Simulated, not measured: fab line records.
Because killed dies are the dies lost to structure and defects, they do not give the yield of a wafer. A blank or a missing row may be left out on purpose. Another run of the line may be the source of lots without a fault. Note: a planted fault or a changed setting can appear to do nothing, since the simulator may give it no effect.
Problem report in the 8D (eight disciplines) form, filled by code -- flow rit-cmos -- the parts of the form that need people (team, actions taken, sign-off) are left out

== 1. THE PROBLEM ==
run-length-s at RIT_PRETRO_STRIP_09 reads a mean of 27.3 s on 3 wafers of 1 lot; wafers without a fault read 208.2 s with a standard deviation of 0.55. So: -99 or more standard deviations from the usual mean.
The step: strips in O2, time 180 s.
The first sign was on wafer L702.1 at day 4 19:35, on plasma-asher-01. The record holds 15 wafers of 5 lots with a number at this step. The rule behind "out" and "out of limits": a value lying over 4 standard deviations away from the usual mean. All remaining wafers that have a number are taken as sound.

== 2. WHAT IT IS; WHAT IT IS NOT ==
question,is,is not
which readings at this step,run-length-s,drypump-motor-current-A
which lots,L702,"L697, L707, L712, L713"
which wafers of those lots,all that have a number,-
read on which tools,plasma-asher-01,"plasma-asher-02, plasma-asher-03"
when,from day 4 19:35,"up to then (3 sound wafers); but 9 sound wafers of L707, L712, L713 came after"

== 3. SUSPECTS, AND WHAT RULES EACH OUT ==
Counting: any tool at a process step up to the reading is kept as a suspect provided that every lot that is out went through it and no sound lot did after the first of them.
- plasma-asher-03 at RIT_NRETRO_STRIP_09 (strips in O2, time 180 s): kept. It ran the lot that is out, L702 (day 4 17:58), and no sound lot after that; its last sound lot up to then is L697 (day 3 18:09).
- litho-track-04 at RIT_PRETRO_SOFTBAKE_02 (time 62.63 s): ruled out as a lasting fault. Following L702 (day 4 18:31), the first lot on it that is out, the sound lots L713 were run on it.
- plasma-asher-01 at RIT_PRETRO_STRIP_09 (strips in O2, time 180 s): ruled out as a lasting fault. Following L702 (day 4 19:35), the first lot on it that is out, the sound lots L713 were run on it.
After counting, what remains is plasma-asher-03 at RIT_NRETRO_STRIP_09.

== 4. THE CAUSE (what the simulator had put in) ==
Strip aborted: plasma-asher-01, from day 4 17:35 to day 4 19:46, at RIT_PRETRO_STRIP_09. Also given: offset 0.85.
Counting ruled it out, wrongly.

== 5. SEQUENCE OF EFFECTS, ordered by route ==
Each row: a reading whose mean over the struck wafers that have a number lies more than 3 standard deviations from the usual. Readings are gone through only where the record gives a usual standard deviation; hours: the median, over the lots, of the time from a lot's start at the first step in this table giving one to that lot's start at this step; sigmas: the change measured in usual standard deviations.
hours,step,reading,usual,on struck wafers,change,sigmas
0,RIT_PRETRO_STRIP_09,run-length-s,208.2 s,27.3,-180.9,-99 or more
It contains these process steps:
- RIT_PRETRO_STRIP_09: strips in O2, time 180 s.
Later measuring or inspecting steps at which every struck wafer that the step has a row for has a number for every such reading, and none has moved that far: RIT_PRETRO_TW_MEAS_10.

== 6. HOW IT WOULD HAVE BEEN CAUGHT EARLIER ==
The fault began at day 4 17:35; the first out-of-limits reading in this record came at day 4 19:35, 2 hours later.
